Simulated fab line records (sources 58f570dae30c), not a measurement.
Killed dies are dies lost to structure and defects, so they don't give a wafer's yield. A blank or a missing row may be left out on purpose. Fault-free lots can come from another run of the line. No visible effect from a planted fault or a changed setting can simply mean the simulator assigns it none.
Which tool did it? + flow berkeley_cmos170 + 18 wafers from 6 lots sampled at 2 of the route's 331 steps

== WHAT THE GAUGES SHOWED, per wafer ==
UCB170_NVT_OVL_MEAS_06.
| lot  | measured     | on         | NVT_OVL (nm) |
|------|--------------|------------|--------------|
| L268 | day 6 05:43  | overlay-02 | 4 2 -4       |
| L272 | day 7 04:02  | overlay-01 | -9 -6 -1     |
| L274 | day 8 01:16  | overlay-02 | 0 -8 2       |
| L278 | day 8 12:47  | overlay-02 | -3 2 -1      |
| L285 | day 9 19:57  | overlay-02 | 0 -1 0       |
| L287 | day 10 05:25 | overlay-01 | 5 4 -4       |

== WHICH TOOL RAN EACH LOT (tool, then ch and the chambers of the sampled wafers, then the start) ==
| lot  | UCB170_NVT_EXPOSE_03              |
|------|-----------------------------------|
| L268 | krf_scanner-01 ch 0, day 6 04:59  |
| L272 | krf_scanner-02 ch 0, day 7 03:34  |
| L274 | krf_scanner-01 ch 0, day 8 00:40  |
| L278 | krf_scanner-01 ch 0, day 8 12:25  |
| L285 | krf_scanner-01 ch 0, day 9 19:25  |
| L287 | krf_scanner-02 ch 0, day 10 04:48 |
- UCB170_NVT_EXPOSE_03: exposes mask PWELL, target cd 3000 nm.

== THE ANSWER, worked out from the rows above alone ==
Rule: what is usual is taken from the lots themselves. The widest of any qualifying gaps counts: lots, ordered by their means at a reading, are off when they make up no more than a third of the lots, leave a main group of 4 or more, and stand apart from it by 3 or more times the standard deviation of that group's means. The tables above print the reading to a certain number of digits; a main group whose means all agree to those digits is not used. A lot without any number at a reading at which 4 lots or more have one is off too. Any other lot the step has rows for is counted as sound.
Across all readings shown, no lot is off: no conclusion can be drawn from this.

== WHAT WAS PUT IN BY THE SIMULATOR ==
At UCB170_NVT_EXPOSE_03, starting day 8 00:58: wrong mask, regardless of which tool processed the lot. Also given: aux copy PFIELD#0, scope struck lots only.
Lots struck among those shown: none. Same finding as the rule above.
